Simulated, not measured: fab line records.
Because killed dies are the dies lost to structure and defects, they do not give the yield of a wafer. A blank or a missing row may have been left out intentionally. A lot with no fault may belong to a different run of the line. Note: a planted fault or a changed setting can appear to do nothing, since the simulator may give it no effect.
Comparing a struck lot with a sound one    flow rit-cmos    15 out of 202 route steps
Sound: these wafers, L398.1, L398.4, L398.5. Struck: wafers L410.2, L410.5, L410.6. The cause is named last.
For every step that has rows: the tool of each side, followed by ch and its chambers, followed by its first start. Under that, the readings that differ: sound wafers    struck wafers    difference of the means    sigmas: that difference in standard deviations of wafers without a fault.
alike: same words and numbers on both sides, and readings whose means sit less than 2 such deviations apart. not compared: any withheld reading, any reading some wafer has no value for, any bound like >300 that may hide the same value, and any number with overlapping values for which the record gives no deviation.
A row with sigmas, a row that says differs or no value, or rows on one side alone: a step with any of these is where the two part. Numbers that don't overlap but have no deviation are shown without sigmas and don't part them. A reading that every wafer of one side lacks parts them only if that side has two wafers or more.

first, 5 steps without rows for these wafers: RIT_NSD_COAT_01 (resist thk 1000 nm); RIT_NSD_SOFTBAKE_02 (time 58.73 s); RIT_NSD_EXPOSE_03 (exposes mask M9, target cd 40700 nm); RIT_NSD_PEB_04; RIT_NSD_DEVELOP_05 (develop time 50 s).
RIT_NSD_OVL_MEAS_06:
  struck on overlay-01, day 6 14:34; sound on overlay-01, day 4 01:53
  alike: NSD_OVL
then, 2 steps without rows for these wafers: RIT_NSD_HARDBAKE_07 (time 60 s); RIT_NSD_IMPLANT_08.
RIT_NSD_STRIP_09: strips in O2, time 180 s.
  sound on plasma-asher-03 ch 0, day 4 02:14; struck on plasma-asher-01 ch 0,1, day 6 14:53
  alike: drypump-motor-current-A
  not compared: rf-hours-counter-h
RIT_NSD_TW_MEAS_10:
  struck on film-metro-04, day 6 15:05; sound on film-metro-02, day 4 02:24
  alike: NSD_TW
then, 2 steps without rows for these wafers: RIT_PSD_HMDS_00 (prime time 60 s); RIT_PSD_COAT_01 (resist thk 1000 nm).
RIT_PSD_SOFTBAKE_02: time 60 s.
  sound on litho-track-03 ch 0, day 4 02:46; struck on litho-track-02 ch 0, day 6 15:27
reading                   sound              struck             difference  sigmas
heater-power-total-W (W)  34.56 34.54 34.61  35.39 35.40 35.31  +0.80       +17
run-length-s (s)          89.16 89.06 89.18  84.84 84.89 84.88  -4.26       -36
then, 1 step without rows for these wafers: RIT_PSD_EXPOSE_03 (exposes mask M10, target cd 40900 nm).
RIT_M1_PROBE_99:
  struck on prober-01, day 7 01:10; sound on prober-01, day 4 12:18
reading             sound  struck  difference  sigmas
killed_at_M0_to_M3  0 0 1  0 0 0   +0          -2
  alike: killed-at-contacts, killed-at-front-end, killed-dies, killed-open, killed-short

== WHERE THEY PART ==
Earliest at RIT_PSD_SOFTBAKE_02; latest, in this record, at RIT_M1_PROBE_99.

WHY: whatever the simulator had introduced
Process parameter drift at RIT_PSD_SOFTBAKE_02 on litho-track-02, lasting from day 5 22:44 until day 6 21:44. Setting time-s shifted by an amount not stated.
